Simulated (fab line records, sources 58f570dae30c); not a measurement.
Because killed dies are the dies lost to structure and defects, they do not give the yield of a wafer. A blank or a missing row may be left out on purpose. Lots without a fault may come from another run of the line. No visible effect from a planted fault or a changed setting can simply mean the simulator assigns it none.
What tool caused it? + flow berkeley cmos170 + 14 lots, 42 wafers sampled, at 4 steps of a route of 331

WHAT THE GAUGES SHOWED, per wafer
UCB170_V2_CD_MEAS_90: the cd target is 700 nm.
| lot  | measured     | on        | cd nm (nm)        |
|------|--------------|-----------|-------------------|
| L321 | day 9 10:19  | cd sem-02 | 701.7 702.0 700.2 |
| L323 | day 10 11:34 | cd sem-02 | 700.3 698.5 697.7 |
| L325 | day 10 04:44 | cd sem-01 | 698.4 700.0 698.8 |
| L327 | day 10 10:51 | cd sem-01 | 700.8 699.5 701.2 |
| L328 | day 10 09:52 | cd sem-01 | 702.2 700.2 702.1 |
| L326 | day 10 09:35 | cd sem-01 | 697.3 697.3 696.8 |
| L329 | day 10 13:07 | cd sem-01 | 700.7 700.7 701.4 |
| L331 | day 11 06:28 | cd sem-02 | 699.0 700.4 700.2 |
| L332 | day 11 06:41 | cd sem-02 | 702.2 702.2 700.2 |
| L333 | day 11 20:25 | cd sem-02 | 698.1 698.1 699.0 |
| L335 | day 11 20:56 | cd sem-02 | 701.3 700.9 702.5 |
| L336 | day 12 05:23 | cd sem-01 | 696.3 698.0 699.8 |
| L340 | day 13 00:03 | cd sem-02 | 699.1 699.0 701.0 |
| L341 | day 12 21:32 | cd sem-02 | 700.1 699.7 700.7 |

WHAT TOOL EACH LOT RAN ON (gives the tool, then ch and the chambers of the sampled wafers, and finally the start)
| lot  | UCB170_WELLDRIVE_OXIDATION_01 | UCB170_SDANNEAL_RTA_00           | UCB170_V2_ETCH_14                  |
|------|-------------------------------|----------------------------------|------------------------------------|
| L321 | furnace-02 ch 0, day 4 07:49  | rtp anneal-02 ch 0, day 8 15:29  | rie diel-04 ch 1,3, day 9 10:00    |
| L323 | furnace-04 ch 0, day 5 04:58  | rtp anneal-02 ch 0, day 9 13:34  | rie diel-04 ch 0,1,3, day 10 11:17 |
| L325 | furnace-04 ch 0, day 5 04:58  | rtp anneal-01 ch 0, day 9 11:48  | rie diel-04 ch 0,1,2, day 10 04:26 |
| L327 | furnace-04 ch 0, day 5 04:58  | rtp anneal-02 ch 0, day 9 13:16  | rie diel-03 ch 1,3, day 10 10:34   |
| L328 | furnace-04 ch 0, day 5 04:58  | rtp anneal-01 ch 0, day 9 13:16  | rie diel-03 ch 0,3, day 10 09:34   |
| L326 | furnace-01 ch 0, day 5 10:19  | rtp anneal-01 ch 0, day 9 12:40  | rie diel-01 ch 2,3, day 10 09:19   |
| L329 | furnace-01 ch 0, day 5 17:55  | rtp anneal-02 ch 0, day 9 19:44  | rie diel-03 ch 2,3, day 10 12:50   |
| L331 | furnace-04 ch 0, day 6 03:20  | rtp anneal-02 ch 0, day 10 08:56 | rie diel-03 ch 0,1,3, day 11 06:10 |
| L332 | furnace-01 ch 0, day 6 08:41  | rtp anneal-01 ch 0, day 10 09:34 | rie diel-04 ch 0,2,3, day 11 06:23 |
| L333 | furnace-04 ch 0, day 6 19:32  | rtp anneal-02 ch 0, day 10 23:58 | rie diel-01 ch 1,2,3, day 11 20:08 |
| L335 | furnace-04 ch 0, day 6 19:32  | rtp anneal-01 ch 0, day 11 00:00 | rie diel-04 ch 1,2,3, day 11 20:37 |
| L336 | furnace-01 ch 0, day 7 06:35  | rtp anneal-01 ch 0, day 11 06:10 | rie diel-04 ch 0,1,2, day 12 05:05 |
| L340 | furnace-04 ch 0, day 8 06:08  | rtp anneal-02 ch 0, day 12 04:49 | rie diel-01 ch 1,3, day 12 23:46   |
| L341 | furnace-04 ch 0, day 8 06:08  | rtp anneal-01 ch 0, day 12 04:22 | rie diel-01 ch 1,3, day 12 21:14   |
- UCB170_WELLDRIVE_OXIDATION_01: target thk 199 nm, ox time 9000 s.
- UCB170_SDANNEAL_RTA_00: time 10 s.
- UCB170_V2_ETCH_14: etches SiO2 in CHF3/CF4/Ar, stops on Al, target depth 1250 nm, time 291 s.

WHAT THE TOOLS THEMSELVES READ (means of the sampled wafers that have a number; where no wafer has one, the mark that the record gives instead)
UCB170_WELLDRIVE_OXIDATION_01.
| lot  | tool       | spike tc centre C (C) | zone power centre pct (%) | zone power source pct (%) |
|------|------------|-----------------------|---------------------------|---------------------------|
| L321 | furnace-02 | 1102.2                | 51.9                      | 44.9                      |
| L323 | furnace-04 | 1101.8                | 55.0                      | 39.2                      |
| L325 | furnace-04 | 1102.0                | 55.0                      | 39.3                      |
| L327 | furnace-04 | 1102.4                | 55.6                      | 39.7                      |
| L328 | furnace-04 | 1102.3                | 55.3                      | 39.4                      |
| L326 | furnace-01 | 1104.1                | 51.5                      | 38.9                      |
| L329 | furnace-01 | 1104.3                | 51.2                      | 39.1                      |
| L331 | furnace-04 | 1102.2                | 54.7                      | 38.9                      |
| L332 | furnace-01 | 1131.7                | 65.4                      | 36.7                      |
| L333 | furnace-04 | 1101.7                | 55.5                      | 39.0                      |
| L335 | furnace-04 | 1102.0                | 55.7                      | 39.3                      |
| L336 | furnace-01 | 1132.0                | 64.9                      | 36.5                      |
| L340 | furnace-04 | 1101.8                | 55.1                      | 39.2                      |
| L341 | furnace-04 | 1102.2                | 55.6                      | 39.4                      |

UCB170_SDANNEAL_RTA_00.
| lot  | tool          | anneal temp c max | chamber o2 ppm | lamp power pct (%) | wafer_temp_C_max |
|------|---------------|-------------------|----------------|--------------------|------------------|
| L321 | rtp anneal-02 | 904.2             | 2.009          | 20.8               | 902.2            |
| L323 | rtp anneal-02 | 903.2             | 2.034          | 20.8               | 902.1            |
| L325 | rtp anneal-01 | 904.9             | 2.026          | 24.7               | 902.5            |
| L327 | rtp anneal-02 | 904.4             | 2.041          | 20.8               | 901.9            |
| L328 | rtp anneal-01 | 905.5             | 2.006          | 24.7               | 902.0            |
| L326 | rtp anneal-01 | 906.9             | 1.987          | 24.7               | 902.7            |
| L329 | rtp anneal-02 | 903.7             | 2.016          | 20.8               | 901.8            |
| L331 | rtp anneal-02 | 903.4             | 2.042          | 20.8               | 902.3            |
| L332 | rtp anneal-01 | 905.8             | 2.006          | 24.7               | 902.2            |
| L333 | rtp anneal-02 | 903.1             | 2.026          | 20.8               | 902.4            |
| L335 | rtp anneal-01 | 907.0             | 2.025          | 24.7               | 902.9            |
| L336 | rtp anneal-01 | 906.8             | 1.983          | 24.7               | 902.9            |
| L340 | rtp anneal-02 | 903.2             | 2.025          | 20.8               | 903.1            |
| L341 | rtp anneal-01 | 905.9             | 1.988          | 24.7               | 902.4            |

UCB170_V2_ETCH_14.
| lot  | tool        | drypump motor current A (A) | mfc ar sccm (sccm) | oes product au (a.u.) | throttle valve pct (%) |
|------|-------------|-----------------------------|--------------------|-----------------------|------------------------|
| L321 | rie diel-04 | 6.1                         | 149.7              | 0.861                 | 6.86                   |
| L323 | rie diel-04 | 6.0                         | 149.7              | 0.867                 | 6.80                   |
| L325 | rie diel-04 | 5.7                         | 150.1              | 0.870                 | 6.82                   |
| L327 | rie diel-03 | 6.2                         | 150.0              | 0.879                 | 7.05                   |
| L328 | rie diel-03 | 6.2                         | 150.0              | 0.878                 | 7.00                   |
| L326 | rie diel-01 | 5.7                         | 150.1              | 0.877                 | 7.07                   |
| L329 | rie diel-03 | 6.3                         | 150.0              | 0.881                 | 7.06                   |
| L331 | rie diel-03 | 5.9                         | 149.8              | 0.880                 | 7.01                   |
| L332 | rie diel-04 | 5.6                         | 150.0              | 0.871                 | 6.86                   |
| L333 | rie diel-01 | 5.8                         | 150.2              | 0.873                 | 6.95                   |
| L335 | rie diel-04 | 5.8                         | 149.5              | 0.869                 | 6.87                   |
| L336 | rie diel-04 | 5.6                         | 150.3              | 0.874                 | 6.83                   |
| L340 | rie diel-01 | 5.6                         | 149.9              | 0.872                 | 6.86                   |
| L341 | rie diel-01 | 5.6                         | 150.1              | 0.868                 | 6.87                   |

THE ANSWER, worked out from the rows above alone
Rule: the lots themselves supply what counts as usual. Put in order of their means at a reading, lots are off if they are a third of the lots or fewer, leave a main group of 4 or more, and stand apart from it by a gap of 3 or more times the standard deviation of the main group's means; of several such gaps the widest counts. If all means in a main group match to the digits the tables above print for the reading, that group is not used. A lot without any number at a reading at which 4 lots or more have one is off too. Any other lot the step has rows for is counted as sound. First the gauges in route order, then the tools' own readings, where a lot's mean is used as printed above. The first step at which some lot is off is used, and at that step the reading that is off furthest; a lot without a number counts as furthest.
Off: L332, L336, at UCB170_WELLDRIVE_OXIDATION_01 (spike tc centre C). The main group has a mean of 1102.4 C with a standard deviation of 0.82.
If a tool, at that step or one of the process steps before it, ran each lot that is off and ran no sound lot following the first of them, it fits. One candidate fits, namely furnace-01 at UCB170_WELLDRIVE_OXIDATION_01. Its last sound lot is L329 (day 5 17:55), its first lot that is off L332 (day 6 08:41): a fault that began between those two fits.
The tool's own readings at UCB170_WELLDRIVE_OXIDATION_01 bear it out: on the lots that are off they differ by more than 5 times the standard deviation of the sound lots' means. spike tc centre C reads 1131.8 C there against 1102.4 C on the sound lots; zone power centre pct reads 65.2 % there against 54.3 % on the sound lots.

WHAT THE SIMULATOR HAD INSERTED
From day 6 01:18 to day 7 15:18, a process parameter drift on furnace-01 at UCB170_WELLDRIVE_OXIDATION_01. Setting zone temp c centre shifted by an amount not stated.
Struck lots among those shown: L332, L336. The rule above reached the same finding.
